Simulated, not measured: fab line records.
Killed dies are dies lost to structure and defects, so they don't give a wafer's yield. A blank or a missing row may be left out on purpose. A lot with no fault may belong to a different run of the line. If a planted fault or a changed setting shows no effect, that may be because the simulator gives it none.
Struck lot and sound lot, side by side / flow ritCmos / 15 steps out of a route of 202
Sound: these wafers, L746.2, L746.3, L746.4. Wafers struck: L748.1, L748.4, L748.6. At the end, the cause is stated.
For every step that has rows: the tool of each side, followed by ch and its chambers, followed by its first start. Under that, the readings that differ: sound wafers / struck wafers / difference of the means / sigmas: that difference in standard deviations of wafers without a fault.
alike: words and numbers the same on both sides, and readings whose means are apart by under 2 such deviations; not compared: readings that were withheld, readings missing a value for some wafer, numbers with overlapping values and no deviation given by the record, and bounds like >300 which may hide the same value.
Wherever a step has rows on one side only, a row that says differs or no value, or a row with sigmas, the two part there. Non-overlapping numbers with no deviation appear without sigmas and do not part them. A reading that every wafer of one side lacks parts them only if that side has two wafers or more.

first, 6 steps without rows for these wafers: RIT_CONTACT_HMDS_02 (prime time 60 s); RIT_CONTACT_COAT_03 (resist thk 1000 nm); RIT_CONTACT_SOFTBAKE_04 (time 60 s); RIT_CONTACT_EXPOSE_05 (exposes mask M11, target cd 1000 nm); RIT_CONTACT_PEB_06; RIT_CONTACT_DEVELOP_07 (develop time 120 s).
RIT_CONTACT_CD_MEAS_08 targets a cd of 1000 nm.
  sound on cdSem-01 at day 4 10:56; struck on cdSem-01 at day 4 16:02
  alike: cdNm
RIT_CONTACT_OVL_MEAS_09:
  sound on overlay-02 at day 4 11:02; struck on overlay-01 at day 4 16:10
  alike: CONTACT_OVL
then, 1 step without rows for these wafers: RIT_CONTACT_HARDBAKE_10 (time 60 s).
RIT_CONTACT_ETCH_11: etches SiO2 in CHF3/CF4/Ar, stops on TiSi2, target depth 480 nm, time 315.2 s.
  sound on rieDiel-03 ch 0,2,3, day 4 11:13; struck on rieDiel-04 ch 0,2,3, day 4 16:20
  alike: O2_flow_sccm, drypumpMotorCurrentA, oesProductAu, throttleValvePct
  not compared: rfHoursCounterH
RIT_CONTACT_STRIP_12: strips in O2, time 180 s.
  sound on plasmaAsher-03 ch 0,1, day 4 11:25; struck on plasmaAsher-04 ch 0,1, day 4 16:32
  alike: drypumpMotorCurrentA
  not compared: rfHoursCounterH
RIT_CONTACT_CD_MEAS_90 targets a cd of 1000 nm.
  sound on cdSem-01 at day 4 11:36; struck on cdSem-01 at day 4 16:43
  alike: cdNm
RIT_CONTACT_CLEAN_13: cleans in SC1, time 600 s.
  sound on wetBench-02 ch 3, day 4 11:42; struck on wetBench-04 ch 0, day 4 16:50
  no value came back on the struck wafers for bathGuardTempC (C), bathHeatDutyPct (%); on the sound wafers bathGuardTempC (C) reads 74.2 74.0 74.1
then, 1 step without rows for these wafers: RIT_CONTACT_CLEAN_14 (cleans in SC2, time 600 s).
RIT_M1_PROBE_99:
  sound on prober-01 at day 4 16:16; struck on prober-01 at day 5 09:28
  alike: killedAtContacts, killedAtFrontEnd, killedDies, killedOnRim, killedOpen, killedShort

## WHERE THEY PART
Only at RIT_CONTACT_CLEAN_13, within this record. Later steps at which nothing parts them and some readings are alike: RIT_M1_PROBE_99.

WHY: what the simulator had put in
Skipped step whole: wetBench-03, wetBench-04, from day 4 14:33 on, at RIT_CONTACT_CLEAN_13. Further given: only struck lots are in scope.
